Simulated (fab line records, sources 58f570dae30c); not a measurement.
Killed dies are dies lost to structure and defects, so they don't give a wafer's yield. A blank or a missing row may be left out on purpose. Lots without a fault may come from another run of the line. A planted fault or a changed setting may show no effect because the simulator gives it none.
A struck lot beside a sound one | flow berkeley_cmos170 | 15 steps out of a route of 331
Sound: wafers L880.1, L880.2, L880.4. Struck: wafers L887.1, L887.4, L887.6. The cause comes at the end.
At each step with rows: each side's tool, then ch and its chambers, then its first start. Under that, the readings that differ: sound wafers | struck wafers | difference of the means | sigmas: that difference in standard deviations of wafers without a fault.
alike: readings whose means differ by less than 2 such deviations, and words and numbers that are the same on both sides. not compared: withheld readings, readings that some wafer has no value for, bounds like >300 that may hide the same value, and numbers for which the record gives no deviation and whose values overlap.
The two part at a step that has a row with sigmas, a row that says differs or no value, or rows on one side only. Numbers that don't overlap but have no deviation are shown without sigmas and don't part them. A reading that every wafer of one side lacks parts them only if that side has two wafers or more.

first, 1 step without rows for these wafers: UCB170_M2_SOFTBAKE_06 (time 60 s).
UCB170_M2_STRIP_07: strips in O2.
  sound on plasma_asher-04 ch 0,1, day 7 15:31; struck on plasma_asher-02 ch 0,1, day 8 17:46
  alike: drypump_motor_current_A, oes_product_au, strip_time_to_endpoint_s
  not compared: rf_hours_counter_h
then, 7 steps without rows for these wafers: UCB170_M2_STRIP_08 (strips KrF in DMSO, time 600 s); UCB170_M2_COAT_09; UCB170_M2_COAT_10 (resist thk 900 nm); UCB170_M2_SOFTBAKE_11 (time 60 s); UCB170_M2_EXPOSE_12 (exposes mask METAL2, target cd 700 nm); UCB170_M2_PEB_13; UCB170_M2_DEVELOP_14 (develop time 45 s).
UCB170_M2_CD_MEAS_15: target cd 700 nm.
  sound on cd_sem-01, day 7 16:51; struck on cd_sem-02, day 8 19:32
  alike: cd_nm
UCB170_M2_OVL_MEAS_16:
  sound on overlay-01, day 7 16:58; struck on overlay-01, day 8 19:39
  alike: M2_OVL
UCB170_M2_ETCH_17: etches BARC in N2/H2.
  sound on rie_diel-03 ch 0,2,3, day 7 17:01; struck on rie_diel-04 ch 1,2, day 8 19:41
  alike: bias_w, drypump_motor_current_A, oes_product_au, throttle_valve_pct
UCB170_M2_METAL_ETCH_18: etches Al in Cl2/BCl3, stops on SiO2, target depth 1170 nm, time 195 s.
  sound on rie_metal-04 ch 0,1, day 7 17:03; struck on rie_metal-04 ch 0, day 8 19:44
  reading                             | sound             | struck                  | difference | sigmas
  oes_product_au (a.u.)               | 0.856 0.863 0.863 | 0.820 0.847 0.817       | -0.033     | -3
  over_etch_frac                      | 0.3 0.3 0.3       | 0.37483 0.37483 0.37483 | +0.07483   |
  model.KrF_of_M2_COAT_10.thk_nm (nm) | 183.6 190.5 187.1 | 155.4 157.9 159.5       | -29.5      |
  alike: bias_w, drypump_motor_current_A, mfc_cl2_sccm, throttle_valve_pct
  not compared: rf_hours_counter_h
UCB170_M2_STRIP_19: strips in O2.
  sound on plasma_asher-01 ch 0,1, day 7 17:14; struck on plasma_asher-02 ch 0,1, day 8 19:55
  alike: drypump_motor_current_A, oes_product_au
  not compared: rf_hours_counter_h
UCB170_M3_PROBE_99:
  the record has rows for the struck wafers here (prober-02, day 9 02:29) and none for the sound ones

WHERE THEY PART
First at UCB170_M2_METAL_ETCH_18; last, within this record, at UCB170_M3_PROBE_99.

WHY: what the simulator had put in
Process parameter drift: rie_metal-04, from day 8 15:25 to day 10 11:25, at UCB170_M2_METAL_ETCH_18. Setting over_etch_frac, moved by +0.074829, from 0.3. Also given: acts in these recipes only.
